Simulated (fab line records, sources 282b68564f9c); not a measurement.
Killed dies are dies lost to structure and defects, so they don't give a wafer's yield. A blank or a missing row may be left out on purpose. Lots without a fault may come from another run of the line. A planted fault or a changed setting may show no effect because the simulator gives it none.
fab line records | flow rit_cmos
record lots=5 wafers=23
route steps=202 shown ACTIVE@7 NWELL@29 PWELL@40 NRETRO@54 GATE@84
start_h: hours from the record's first day to the start of the lot's first wafer shown | wait_h: hours since the lot's step before | " the same as in the row above | L1.1+2: a row that stands for several wafers | - no value, or no start given | * or withheld: withheld | < > ~ a bound
route shown NAME@n: a module of which the file shows steps, and the number in the route of the first | usual: mean/standard deviation of fault-free wafers | same: alike in all rows | chamber/n: place in a boat | sites: the reading at each site | _std_site: their standard deviation | _edge_site: outer sites' mean less inner sites' | radius_mm: how far each site lies from the wafer's centre | mask NAME#n: copy n | behind: the tool/chamber that last shaped the wafer | hold: why the lot was held/for how many hours/how that ended | device: the transistor (n, p or np) that didn't switch | end of line: the same wafers' tests at the end of the route | a step without rows: its recipe alone | killed: dies lost to structure and defects at the first sort, not the wafer's yield | map: a wafer's dies, x killed, . not, _ none there
set.NAME: the setting as run; set.NAME@STEP: as run at that earlier step | model.NAME: the simulator's own value behind a step, which no gauge read
lots whose settings were changed on purpose; a table a step, a row a wafer
## steps
# step RIT_ACTIVE_COAT_06
# recipe resist=NOVOLAK spin_rpm=3250 resist_thk_nm=1000
# columns lot.wafer tool chamber start_h wait_h set.resist_thk_nm model.NOVOLAK_of_ACTIVE_COAT_06.thk_nm
L074.2+4+6 litho_track-02 0 14.99 0.1 1000 1002
L074.3 " 0 " " 1000 1006
L074.5 " 0 " " 1000 1001
L075.2 litho_track-02 0 20.85 0.1 1000 996.5
L075.3 " 0 " " 969.1 966.7
L075.4 " 0 " " 1000 996.4
L075.5 " 0 " " 1000 997.2
L075.6 " 0 " " 969.1 964.8
L076.1 litho_track-03 0 24.70 0.1 1000 1004
L076.3 " 0 " " 967.6 970.1
L076.4 " 0 " " 967.6 969.4
L076.5 " 0 " " 1000 1001
L076.6 " 0 " " 1000 1005
L077.1 litho_track-04 0 30.05 0.1 978.4 978.8
L077.2 " 0 " " 1000 1003
L077.3 " 0 " " 1000 1002
L077.4 " 0 " " 1000 1005
L077.5 " 0 " " 978.4 978.4
L082.3 litho_track-04 0 54.90 0.1 1000 1002
L082.4 " 0 " " 1000 997.7
L082.5 " 0 " " 1000 1001
# step RIT_ACTIVE_EXPOSE_08
# recipe mask_id=M1 na=0.6 source_shape=conventional sigma_outer=0.6 target_cd_nm=1400 dose_mj=225
# columns lot.wafer tool chamber start_h wait_h mask set.dose_mj
L074.2+3+4+5+6 iline_stepper-02 0 15.41 0.2 M1#0 225
L075.2+5+6 iline_stepper-02 0 21.15 0.1 M1#0 219.2
L075.3+4 " 0 " " M1#0 225
L076.1+3 iline_stepper-01 0 25.12 0.2 M1#0 225
L076.4+5+6 " 0 " " M1#0 236.5
L077.1+2+3+4+5 iline_stepper-01 0 30.36 0.1 M1#0 225
L082.3+4+5 iline_stepper-02 0 55.31 0.2 M1#0 225
# step RIT_ACTIVE_PEB_09
# recipe resist=NOVOLAK temp_c=withheld time_s=withheld
# step RIT_ACTIVE_DEVELOP_10
# recipe resist=NOVOLAK develop_time_s=52.26 dev_temp_c=23
# columns lot.wafer tool chamber start_h wait_h set.resist_thk_nm@ACTIVE_COAT_06 set.dose_mj@ACTIVE_EXPOSE_08 model.ACTIVE.cd_nm
L074.2 litho_track-04 0 - - 1000 225 1404
L074.3 " 0 " " 1000 225 1402
L074.4 " 0 " " 1000 225 1405
L074.5+6 " 0 " " 1000 225 1403
L075.2+5 litho_track-03 0 - - 1000 219.2 1407
L075.3 " 0 " " 969.1 225 1398
L075.4 " 0 " " 1000 225 1401
L075.6 " 0 " " 969.1 219.2 1404
L076.1 litho_track-04 0 - - 1000 225 1399
L076.3 " 0 " " 967.6 225 1393
L076.4 " 0 " " 967.6 236.5 1381
L076.5+6 " 0 " " 1000 236.5 1384
L077.1 litho_track-03 0 - - 978.4 225 1397
L077.2+4 " 0 " " 1000 225 1401
L077.3 " 0 " " 1000 225 1400
L077.5 " 0 " " 978.4 225 1396
L082.3+5 litho_track-04 0 - - 1000 225 1403
L082.4 " 0 " " 1000 225 1402
# step RIT_ACTIVE_CD_MEAS_11
# recipe target_cd_nm=1400
# usual cd_nm=1400.5/1.9
# columns lot.wafer tool chamber start_h wait_h set.resist_thk_nm@ACTIVE_COAT_06 set.dose_mj@ACTIVE_EXPOSE_08 cd_nm
L074.2 cd_sem-02 - 15.81 - 1000 225 1403.6
L074.3 " - " " 1000 225 1402.2
L074.4 " - " " 1000 225 1405.0
L074.5 " - " " 1000 225 1402.8
L074.6 " - " " 1000 225 1402.8
L075.2 cd_sem-02 - 21.69 - 1000 219.2 1407.7
L075.3 " - " " 969.1 225 1397.8
L075.4 " - " " 1000 225 1400.6
L075.5 " - " " 1000 219.2 1407.3
L075.6 " - " " 969.1 219.2 1404.9
L076.1 cd_sem-02 - 25.52 - 1000 225 1398.7
L076.3 " - " " 967.6 225 1393.4
L076.4 " - " " 967.6 236.5 1380.7
L076.5 " - " " 1000 236.5 1384.2
L076.6 " - " " 1000 236.5 1384.2
L077.1 cd_sem-02 - 31.14 - 978.4 225 1397.0
L077.2 " - " " 1000 225 1400.7
L077.3 " - " " 1000 225 1399.6
L077.4 " - " " 1000 225 1401.3
L077.5 " - " " 978.4 225 1396.3
L082.3 cd_sem-02 - 55.71 - 1000 225 1403.0
L082.4 " - " " 1000 225 1402.2
L082.5 " - " " 1000 225 1403.4
# step RIT_ACTIVE_HARDBAKE_12
# recipe resist=NOVOLAK temp_c=140 time_s=60
# columns lot.wafer tool chamber start_h wait_h set.resist_thk_nm@ACTIVE_COAT_06 model.NOVOLAK_of_ACTIVE_COAT_06.thk_nm
L074.2 litho_track-04 0 15.94 0.1 1000 885.6
L074.3 " 0 " " 1000 889
L074.4 " 0 " " 1000 885.7
L074.5 " 0 " " 1000 884.4
L074.6 " 0 " " 1000 885.4
L075.2 litho_track-03 0 21.81 0.1 1000 880.7
L075.3 " 0 " " 969.1 854.7
L075.4 " 0 " " 1000 880.6
L075.5 " 0 " " 1000 881.4
L075.6 " 0 " " 969.1 852.9
L076.1 litho_track-03 0 25.64 0.1 1000 887
L076.3 " 0 " " 967.6 857.6
L076.4 " 0 " " 967.6 856.9
L076.5 " 0 " " 1000 884.8
L076.6 " 0 " " 1000 888.2
L077.1 litho_track-04 0 31.34 0.2 978.4 865.2
L077.2 " 0 " " 1000 886.3
L077.3 " 0 " " 1000 885.6
L077.4 " 0 " " 1000 888
L077.5 " 0 " " 978.4 864.9
L082.3 litho_track-04 0 55.84 0.1 1000 885.4
L082.4 " 0 " " 1000 881.7
L082.5 " 0 " " 1000 884.3
# step RIT_ACTIVE_ETCH_13
# recipe stop_on=SiO2 chemistry=SF6 target=Si3N4 time_s=210 over_etch_frac=0.4 SF6_flow_sccm=200 pressure_mtorr=260 rf_w=125 target_depth_a=2100
# columns lot.wafer tool chamber start_h wait_h set.resist_thk_nm@ACTIVE_COAT_06 set.dose_mj@ACTIVE_EXPOSE_08 model.NOVOLAK_of_ACTIVE_COAT_06.thk_nm model.ACTIVE.cd_nm
L074.2 rie_diel-04 1 16.06 0.1 1000 225 658.7 1403
L074.3 " 0 " " 1000 225 660.5 1402
L074.4 " 3 " " 1000 225 655.8 1404
L074.5 " 3 " " 1000 225 654.6 1403
L074.6 " 2 " " 1000 225 665.6 1403
L075.2 rie_diel-01 1 21.94 0.1 1000 219.2 646.6 1408
L075.3 " 0 " " 969.1 225 630 1397
L075.4 " 3 " " 1000 225 643.5 1401
L075.5 " 2 " " 1000 219.2 664.3 1407
L075.6 " 3 " " 969.1 219.2 615.2 1404
L076.1 rie_diel-04 0 25.79 0.1 1000 225 653.9 1399
L076.3 " 3 " " 967.6 225 629.9 1393
L076.4 " 2 " " 967.6 236.5 637.5 1381
L076.5 " 3 " " 1000 236.5 656.3 1384
L076.6 " 0 " " 1000 236.5 656.9 1384
L077.1 rie_diel-04 2 31.49 0.1 978.4 225 646.6 1398
L077.2 " 3 " " 1000 225 658.8 1401
L077.3 " 0 " " 1000 225 653.7 1400
L077.4 " 1 " " 1000 225 660.2 1401
L077.5 " 0 " " 978.4 225 633.9 1396
L082.3 rie_diel-04 3 55.94 0.1 1000 225 655.8 1403
L082.4 " 0 " " 1000 225 653.5 1402
L082.5 " 3 " " 1000 225 656 1403
# step RIT_ACTIVE_STRIP_14
# recipe chemistry=O2 time_s=180 resist=NOVOLAK platen_temp_c=withheld power_w=500 pressure_mtorr=4000 o2_flow_sccm=4000
# step RIT_ACTIVE_CD_MEAS_90
# recipe target_cd_nm=1400
# usual cd_nm=1400.5/1.9
# columns lot.wafer tool chamber start_h wait_h set.resist_thk_nm@ACTIVE_COAT_06 set.dose_mj@ACTIVE_EXPOSE_08 cd_nm
L074.2 cd_sem-02 - 16.39 0.1 1000 225 1403.7
L074.3 " - " " 1000 225 1402.3
L074.4 " - " " 1000 225 1404.3
L074.5 " - " " 1000 225 1402.8
L074.6 " - " " 1000 225 1402.9
L075.2 cd_sem-01 - 22.27 0.1 1000 219.2 1407.3
L075.3 " - " " 969.1 225 1397.1
L075.4 " - " " 1000 225 1400.8
L075.5 " - " " 1000 219.2 1407.3
L075.6 " - " " 969.1 219.2 1404.3
L076.1 cd_sem-02 - 26.10 0.1 1000 225 1398.4
L076.3 " - " " 967.6 225 1392.9
L076.4 " - " " 967.6 236.5 1381.2
L076.5 " - " " 1000 236.5 1384.3
L076.6 " - " " 1000 236.5 1384.0
L077.1 cd_sem-02 - 31.91 0.2 978.4 225 1397.3
L077.2 " - " " 1000 225 1400.7
L077.3 " - " " 1000 225 1399.8
L077.4 " - " " 1000 225 1400.9
L077.5 " - " " 978.4 225 1395.7
L082.3 cd_sem-01 - 56.29 0.1 1000 225 1402.9
L082.4 " - " " 1000 225 1402.3
L082.5 " - " " 1000 225 1402.6
# step RIT_NWELL_COAT_01
# recipe resist=NOVOLAK spin_rpm=2000 resist_thk_nm=1300
# columns lot.wafer tool chamber start_h wait_h set.spin_rpm model.NOVOLAK_of_NWELL_COAT_01.thk_nm
L074.2 litho_track-03 0 22.19 0.1 1899 1334
L074.3 " 0 " " 1899 1332
L074.4 " 0 " " 2000 1298
L074.5 " 0 " " 2000 1302
L074.6 " 0 " " 1899 1337
L075.2 litho_track-01 0 27.18 0.1 1903 1338
L075.3 " 0 " " 1903 1333
L075.4 " 0 " " 2000 1302
L075.5 " 0 " " 1903 1336
L075.6 " 0 " " 2000 1303
L076.1+5 litho_track-03 0 30.55 0.1 2000 1305
L076.3 " 0 " " 1873 1347
L076.4 " 0 " " 2000 1307
L076.6 " 0 " " 1873 1340
L077.1+5 litho_track-02 0 36.73 0.1 2000 1304
L077.2+4 " 0 " " 2042 1287
L077.3 " 0 " " 2000 1302
L082.3 litho_track-01 0 61.21 0.1 2000 1295
L082.4 " 0 " " 2000 1296
L082.5 " 0 " " 2000 1297
# step RIT_NWELL_SOFTBAKE_02
# recipe resist=NOVOLAK temp_c=90 time_s=60
# step RIT_NWELL_EXPOSE_03
# recipe mask_id=M2 na=0.57 target_cd_nm=43900 dose_mj=250
# step RIT_NWELL_DEVELOP_05
# recipe resist=NOVOLAK develop_time_s=66.82 dev_temp_c=23
# step RIT_NWELL_HARDBAKE_07
# recipe resist=NOVOLAK temp_c=140 time_s=120
# columns lot.wafer tool chamber start_h wait_h set.spin_rpm@NWELL_COAT_01 model.NOVOLAK_of_NWELL_COAT_01.thk_nm
L074.2 litho_track-03 0 22.97 0.1 1899 1167
L074.3 " 0 " " 1899 1164
L074.4 " 0 " " 2000 1136
L074.5 " 0 " " 2000 1139
L074.6 " 0 " " 1899 1169
L075.2 litho_track-03 0 27.96 0.1 1903 1169
L075.3 " 0 " " 1903 1165
L075.4 " 0 " " 2000 1138
L075.5 " 0 " " 1903 1167
L075.6 " 0 " " 2000 1140
L076.1 litho_track-02 0 31.54 0.1 2000 1141
L076.3 " 0 " " 1873 1177
L076.4 " 0 " " 2000 1143
L076.5 " 0 " " 2000 1142
L076.6 " 0 " " 1873 1172
L077.1+5 litho_track-02 0 37.62 0.0 2000 1140
L077.2 " 0 " " 2042 1125
L077.3 " 0 " " 2000 1139
L077.4 " 0 " " 2042 1126
L082.3 litho_track-01 0 62.01 0.1 2000 1133
L082.4 " 0 " " 2000 1134
L082.5 " 0 " " 2000 1135
# step RIT_NWELL_IMPLANT_08
# recipe species=P energy_kev=170 dose_cm2=5e+13 tilt_deg=7
# columns lot.wafer tool chamber start_h wait_h set.energy_kev model.implant.rp_nm model.implant.drp_nm
L074.2+3+4 implanter-01 0 23.21 0.2 177.2 219.2 71
L074.5+6 " 0 " " 170 210 68.82
L075.2+4 implanter-01 0 28.19 0.2 170 218 68.82
L075.3+5+6 " 0 " " 159.9 204.7 65.79
L076.1+5 implanter-01 0 31.79 0.2 172.9 220.2 69.7
L076.3+4+6 " 0 " " 170 216.4 68.82
L077.1+3+4 implanter-01 0 37.87 0.2 170 214.2 68.82
L077.2+5 " 0 " " 179.7 226.8 71.74
L082.3+4+5 implanter-03 0 62.23 0.2 170 214.6 68.82
# step RIT_NWELL_STRIP_09
# recipe chemistry=O2 time_s=180 resist=NOVOLAK platen_temp_c=withheld power_w=500 pressure_mtorr=4000 o2_flow_sccm=4000
# step RIT_NWELL_TW_MEAS_10
# usual NWELL_TW=2154/9.6
# columns lot.wafer tool chamber start_h wait_h set.energy_kev@NWELL_IMPLANT_08 NWELL_TW
L074.2 film_metro-01 - 23.52 0.1 177.2 2182
L074.3 " - " " 177.2 2190
L074.4 " - " " 177.2 2183
L074.5 " - " " 170 2158
L074.6 " - " " 170 2163
L075.2 film_metro-01 - 28.50 0.1 170 2151
L075.3 " - " " 159.9 2130
L075.4 " - " " 170 2163
L075.5 " - " " 159.9 2123
L075.6 " - " " 159.9 2132
L076.1 film_metro-01 - 32.12 0.1 172.9 2149
L076.3 " - " " 170 2148
L076.4 " - " " 170 2150
L076.5 " - " " 172.9 2171
L076.6 " - " " 170 2148
L077.1 film_metro-02 - 38.20 0.1 170 2138
L077.2 " - " " 179.7 2166
L077.3 " - " " 170 2138
L077.4 " - " " 170 2138
L077.5 " - " " 179.7 2164
L082.3 film_metro-01 - 62.52 0.1 170 2165
L082.4 " - " " 170 2173
L082.5 " - " " 170 2173
# step RIT_PWELL_COAT_01
# recipe resist=NOVOLAK spin_rpm=2000 resist_thk_nm=1300
# columns lot.wafer tool chamber start_h wait_h set.resist_thk_nm model.NOVOLAK_of_PWELL_COAT_01.thk_nm
L074.2 litho_track-03 0 23.74 0.1 1300 1303
L074.3 " 0 " " 1325 1320
L074.4 " 0 " " 1300 1304
L074.5 " 0 " " 1325 1323
L074.6 " 0 " " 1325 1330
L075.2 litho_track-01 0 28.73 0.1 1249 1254
L075.3 " 0 " " 1300 1305
L075.4 " 0 " " 1300 1306
L075.5 " 0 " " 1249 1258
L075.6 " 0 " " 1300 1304
L076.1 litho_track-03 0 32.33 0.1 1300 1299
L076.3 " 0 " " 1280 1279
L076.4 " 0 " " 1280 1276
L076.5 " 0 " " 1280 1277
L076.6 " 0 " " 1300 1297
L077.1+5 litho_track-04 0 38.41 0.1 1300 1305
L077.2+3 " 0 " " 1372 1379
L077.4 " 0 " " 1300 1304
L082.3 litho_track-01 0 62.76 0.1 1300 1297
L082.4 " 0 " " 1300 1298
L082.5 " 0 " " 1300 1295
# step RIT_PWELL_SOFTBAKE_02
# recipe resist=NOVOLAK temp_c=90 time_s=60
# step RIT_PWELL_EXPOSE_03
# recipe mask_id=M3 na=0.57 target_cd_nm=43700 dose_mj=250
# step RIT_PWELL_DEVELOP_05
# recipe resist=NOVOLAK develop_time_s=68 dev_temp_c=23
# step RIT_PWELL_HARDBAKE_07
# recipe resist=NOVOLAK temp_c=140 time_s=120
# columns lot.wafer tool chamber start_h wait_h set.resist_thk_nm@PWELL_COAT_01 model.NOVOLAK_of_PWELL_COAT_01.thk_nm
L074.2 litho_track-04 0 24.52 0.1 1300 1140
L074.3 " 0 " " 1325 1155
L074.4 " 0 " " 1300 1141
L074.5 " 0 " " 1325 1157
L074.6 " 0 " " 1325 1162
L075.2 litho_track-01 0 29.64 0.1 1249 1097
L075.3 " 0 " " 1300 1141
L075.4 " 0 " " 1300 1142
L075.5 " 0 " " 1249 1101
L075.6 " 0 " " 1300 1140
L076.1 litho_track-04 0 33.31 0.1 1300 1136
L076.3 " 0 " " 1280 1118
L076.4+5 " 0 " " 1280 1117
L076.6 " 0 " " 1300 1135
L077.1 litho_track-01 0 39.30 0.0 1300 1142
L077.2+3 " 0 " " 1372 1205
L077.4 " 0 " " 1300 1140
L077.5 " 0 " " 1300 1141
L082.3 litho_track-03 0 63.69 0.1 1300 1134
L082.4 " 0 " " 1300 1135
L082.5 " 0 " " 1300 1133
# step RIT_NRETRO_COAT_01
# recipe resist=NOVOLAK spin_rpm=2000 resist_thk_nm=1300
# columns lot.wafer tool chamber start_h wait_h set.resist_thk_nm model.NOVOLAK_of_NRETRO_COAT_01.thk_nm
L074.2 litho_track-04 0 30.61 0.1 1300 1307
L074.3 " 0 " " 1300 1305
L074.4 " 0 " " 1270 1279
L074.5 " 0 " " 1270 1275
L074.6 " 0 " " 1270 1277
L075.2 litho_track-01 0 36.25 0.1 1250 1248
L075.3 " 0 " " 1250 1252
L075.4 " 0 " " 1300 1300
L075.5 " 0 " " 1300 1305
L075.6 " 0 " " 1250 1250
L076.1 litho_track-02 0 39.42 0.1 1300 1296
L076.3+6 " 0 " " 1300 1295
L076.4 " 0 " " 1300 1292
L076.5 " 0 " " 1300 1293
L077.1 litho_track-04 0 45.41 0.1 1300 1297
L077.2 " 0 " " 1300 1298
L077.3 " 0 " " 1233 1228
L077.4 " 0 " " 1233 1229
L077.5 " 0 " " 1233 1232
L082.3+4 litho_track-02 0 69.91 0.1 1300 1298
L082.5 " 0 " " 1300 1300
# step RIT_NRETRO_DEVELOP_05
# recipe resist=NOVOLAK develop_time_s=68 dev_temp_c=23
# columns lot.wafer tool chamber start_h wait_h set.develop_time_s
L074.2+3+5 litho_track-02 0 - - 68
L074.4+6 " 0 " " 72.65
L075.2+3 litho_track-01 0 - - 76.81
L075.4+5+6 " 0 " " 68
L076.1+3 litho_track-02 0 - - 65.11
L076.4+5+6 " 0 " " 68
L077.1+2+3+4+5 litho_track-02 0 - - 68
L082.3+4+5 litho_track-02 0 - - 68
# step RIT_NRETRO_HARDBAKE_07
# recipe resist=NOVOLAK temp_c=140 time_s=120
# columns lot.wafer tool chamber start_h wait_h set.resist_thk_nm@NRETRO_COAT_01 model.NOVOLAK_of_NRETRO_COAT_01.thk_nm
L074.2 litho_track-02 0 31.83 0.3 1300 1143
L074.3 " 0 " " 1300 1141
L074.4 " 0 " " 1270 1119
L074.5 " 0 " " 1270 1115
L074.6 " 0 " " 1270 1117
L075.2 litho_track-01 0 37.28 0.1 1250 1092
L075.3 " 0 " " 1250 1095
L075.4 " 0 " " 1300 1137
L075.5 " 0 " " 1300 1142
L075.6 " 0 " " 1250 1094
L076.1+3+6 litho_track-04 0 40.18 0.0 1300 1133
L076.4 " 0 " " 1300 1130
L076.5 " 0 " " 1300 1131
L077.1 litho_track-02 0 46.31 0.0 1300 1134
L077.2 " 0 " " 1300 1135
L077.3 " 0 " " 1233 1075
L077.4 " 0 " " 1233 1076
L077.5 " 0 " " 1233 1078
L082.3+4 litho_track-04 0 70.71 0.1 1300 1135
L082.5 " 0 " " 1300 1136
# step RIT_GATE_CVD_08
# recipe material=poly-Si target_thk_nm=250 temp_c=610 precursor=SiH4 time_s=2220 pressure_mtorr=300 sih4_flow_sccm=100
# columns lot.wafer tool chamber start_h wait_h set.temp_c model.poly-Si_of_GATE_CVD_08.thk_nm
L074.2 - - - 0.0 602.8 212.9
L074.3 " - " " 602.8 210.3
L074.4 " - " " 602.8 210.2
L074.5 " - " " 602.8 212.3
L074.6 " - " " 602.8 212.1
L075.2 - - - 0.0 610 248.5
L075.3 " - " " 610 250.1
L075.4 " - " " 610 249.4
L075.5 " - " " 610 253.4
L075.6 " - " " 610 250.5
L076.1+6 - - - 0.1 621.2 330.8
L076.3 " - " " 621.2 331.4
L076.4 " - " " 621.2 332.7
L076.5 " - " " 621.2 330.4
L077.1 - - - 0.1 603.5 216.6
L077.2 " - " " 603.5 218.1
L077.3 " - " " 603.5 218.9
L077.4 " - " " 603.5 217.7
L077.5 " - " " 603.5 215.3
L082.3 lpcvd-01 1 74.88 0.0 610 250.3
L082.4 " 1 " " 610 250.8
L082.5 " 1 " " 610 249.8
# step RIT_GATE_THK_MEAS_09
# recipe reads=poly-Si_of_GATE_CVD_08
# usual GATE_POLY_THK=251.5/2.5
# columns lot.wafer tool chamber start_h wait_h set.temp_c@GATE_CVD_08 GATE_POLY_THK[nm]
L074.2 film_metro-01 - - - 602.8 213.0
L074.3 " - " " 602.8 210.1
L074.4 " - " " 602.8 210.1
L074.5 " - " " 602.8 212.2
L074.6 " - " " 602.8 212.2
L075.2 film_metro-04 - - - 610 248.4
L075.3 " - " " 610 249.9
L075.4 " - " " 610 249.5
L075.5 " - " " 610 253.1
L075.6 " - " " 610 250.7
L076.1 film_metro-04 - - - 621.2 330.2
L076.3 " - " " 621.2 331.3
L076.4 " - " " 621.2 332.4
L076.5 " - " " 621.2 330.4
L076.6 " - " " 621.2 330.9
L077.1 film_metro-04 - - - 603.5 216.6
L077.2 " - " " 603.5 217.9
L077.3 " - " " 603.5 218.9
L077.4 " - " " 603.5 217.9
L077.5 " - " " 603.5 215.4
L082.3 film_metro-02 - 76.52 0.0 610 250.4
L082.4 " - " " 610 250.6
L082.5 " - " " 610 250.0
## key
split step=RIT_ACTIVE_COAT_06 setting=resist_thk_nm stated=1000 by=wafer
response step=RIT_ACTIVE_COAT_06 reading=model.NOVOLAK_of_ACTIVE_COAT_06.thk_nm change=+10.4 per=1% r=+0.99
response step=RIT_ACTIVE_HARDBAKE_12 reading=model.NOVOLAK_of_ACTIVE_COAT_06.thk_nm change=+9.13 per=1% r=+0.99
response step=RIT_ACTIVE_ETCH_13 reading=model.NOVOLAK_of_ACTIVE_COAT_06.thk_nm change=+8 per=1% r=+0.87
response step=RIT_ACTIVE_DEVELOP_10 reading=model.ACTIVE.cd_nm slope=+1.27 per=1% together_with=dose_mj@ACTIVE_EXPOSE_08 explained=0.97
response step=RIT_ACTIVE_CD_MEAS_11 reading=cd_nm slope=+1.23 per=1% together_with=dose_mj@ACTIVE_EXPOSE_08 explained=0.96
response step=RIT_ACTIVE_ETCH_13 reading=model.ACTIVE.cd_nm slope=+1.25 per=1% together_with=dose_mj@ACTIVE_EXPOSE_08 explained=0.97
response step=RIT_ACTIVE_CD_MEAS_90 reading=cd_nm slope=+1.29 per=1% together_with=dose_mj@ACTIVE_EXPOSE_08 explained=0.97
split step=RIT_ACTIVE_EXPOSE_08 setting=dose_mj stated=225 by=wafer
response step=RIT_ACTIVE_DEVELOP_10 reading=model.ACTIVE.cd_nm change=-2.58 per=1% r=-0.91
response step=RIT_ACTIVE_CD_MEAS_11 reading=cd_nm change=-2.61 per=1% r=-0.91
response step=RIT_ACTIVE_CD_MEAS_90 reading=cd_nm change=-2.52 per=1% r=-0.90
response step=RIT_ACTIVE_ETCH_13 reading=model.ACTIVE.cd_nm slope=-2.62 per=1% together_with=resist_thk_nm@ACTIVE_COAT_06 explained=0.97
split step=RIT_NWELL_COAT_01 setting=spin_rpm stated=2000 by=wafer
response step=RIT_NWELL_COAT_01 reading=model.NOVOLAK_of_NWELL_COAT_01.thk_nm change=-6.48 per=1% r=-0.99
response step=RIT_NWELL_HARDBAKE_07 reading=model.NOVOLAK_of_NWELL_COAT_01.thk_nm change=-5.58 per=1% r=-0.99
split step=RIT_NWELL_IMPLANT_08 setting=energy_kev stated=170 by=wafer
response step=RIT_NWELL_IMPLANT_08 reading=model.implant.rp_nm change=+2.21 per=1% r=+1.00
response step=RIT_NWELL_IMPLANT_08 reading=model.implant.drp_nm change=+0.512 per=1% r=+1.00
response step=RIT_NWELL_TW_MEAS_10 reading=NWELL_TW change=+5.07 per=1% r=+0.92
split step=RIT_PWELL_COAT_01 setting=resist_thk_nm stated=1300 by=wafer
response step=RIT_PWELL_COAT_01 reading=model.NOVOLAK_of_PWELL_COAT_01.thk_nm change=+12.9 per=1% r=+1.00
response step=RIT_PWELL_HARDBAKE_07 reading=model.NOVOLAK_of_PWELL_COAT_01.thk_nm change=+11.1 per=1% r=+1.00
split step=RIT_NRETRO_COAT_01 setting=resist_thk_nm stated=1300 by=wafer
response step=RIT_NRETRO_COAT_01 reading=model.NOVOLAK_of_NRETRO_COAT_01.thk_nm change=+13.2 per=1% r=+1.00
response step=RIT_NRETRO_HARDBAKE_07 reading=model.NOVOLAK_of_NRETRO_COAT_01.thk_nm change=+11.4 per=1% r=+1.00
split step=RIT_NRETRO_DEVELOP_05 setting=develop_time_s stated=68 by=wafer
response none clear
split step=RIT_GATE_CVD_08 setting=temp_c stated=610 by=lot
response step=RIT_GATE_CVD_08 reading=model.poly-Si_of_GATE_CVD_08.thk_nm change=+39.3 per=1% r=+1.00
response step=RIT_GATE_THK_MEAS_09 reading=GATE_POLY_THK change=+39.2 per=1% r=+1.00
